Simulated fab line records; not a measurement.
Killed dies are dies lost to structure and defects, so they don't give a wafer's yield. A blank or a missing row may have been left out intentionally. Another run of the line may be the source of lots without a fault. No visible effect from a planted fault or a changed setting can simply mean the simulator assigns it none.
Matching of chambers | flow ritCmos | 4 sister chambers for RIT_SPACER_ETCHBACK_05 on rieDiel-03
The step etches Si3N4 in SF6/CHF3, stops on SiO2, target depth 250 nm, time 240 s. 14 wafers are shown with their chamber, then 7 later ones without.

== EACH WAFER AND ITS CHAMBER ==
wafer  | chamber | drypumpMotorCurrentA (A) | throttleValvePct (%) | oesProductAu (a.u.)
L918.1 | 2       | 6.6                      | 10.33                | 0.846
L918.4 | 1       | 6.2                      | 10.53                | 0.835
L918.5 | 3       | 4.9                      | 10.25                | 0.856
L919.2 | 1       | 6.2                      | 10.52                | 0.832
L919.5 | 1       | 6.1                      | 10.50                | 0.836
L919.6 | 0       | 5.8                      | 10.45                | 0.848
L920.1 | 2       | 6.5                      | 10.34                | 0.838
L920.2 | 1       | 6.2                      | 10.50                | 0.826
L920.6 | 1       | 6.2                      | 10.49                | 0.814
L929.4 | 1       | 6.2                      | 10.51                | 0.827
L929.5 | 0       | 5.8                      | 10.44                | 0.845
L929.6 | 3       | 4.8                      | 10.23                | 0.848
L931.1 | 3       | 4.9                      | 10.24                | 0.846
L931.2 | 1       | 6.2                      | 10.52                | 0.812

SIGNATURES (averages over the wafers above)
reading              | chamber 0 | chamber 1 | chamber 2 | chamber 3 | scatter within a chamber
drypumpMotorCurrentA | 5.800     | 6.186     | 6.550     | 4.867     | 0.045
throttleValvePct     | 10.4450   | 10.5100   | 10.3350   | 10.2400   | 0.0122
oesProductAu         | 0.84650   | 0.82600   | 0.84200   | 0.85000   | 0.00807
Rule: distance of a wafer from a chamber = root of the sum over the readings of ((wafer's reading minus chamber's mean) / reading's scatter) squared. The wafer belongs to the nearest chamber; if the next one is less than 2 further off, it can't be placed. The scatter: the root of (the sum of the squares of (reading less its chamber's mean) over the shown wafers, divided by (wafers less chambers)).

== WAFERS WITH NO CHAMBER GIVEN ==
wafer  | drypumpMotorCurrentA (A) | throttleValvePct (%) | oesProductAu (a.u.)
L931.3 | 5.9                      | 10.43                | 0.833
L936.1 | 5.8                      | 10.43                | 0.834
L936.3 | 6.5                      | 10.33                | 0.850
L936.4 | 4.9                      | 10.24                | 0.843
L938.4 | 6.6                      | 10.34                | 0.830
L938.5 | 4.8                      | 10.22                | 0.840
L938.6 | 5.8                      | 10.43                | 0.832

== WHICH CHAMBER EACH WENT THROUGH ==
wafer  | from the rows above | in truth
L931.3 | 0                   | 0
L936.1 | 0                   | 0
L936.3 | 2                   | 2
L936.4 | 3                   | 3
L938.4 | 2                   | 2
L938.5 | 3                   | 3
L938.6 | 0                   | 0
Correct placement for 7 of the 7. Left unplaced by these rows: 0. Number placed wrongly: 0.
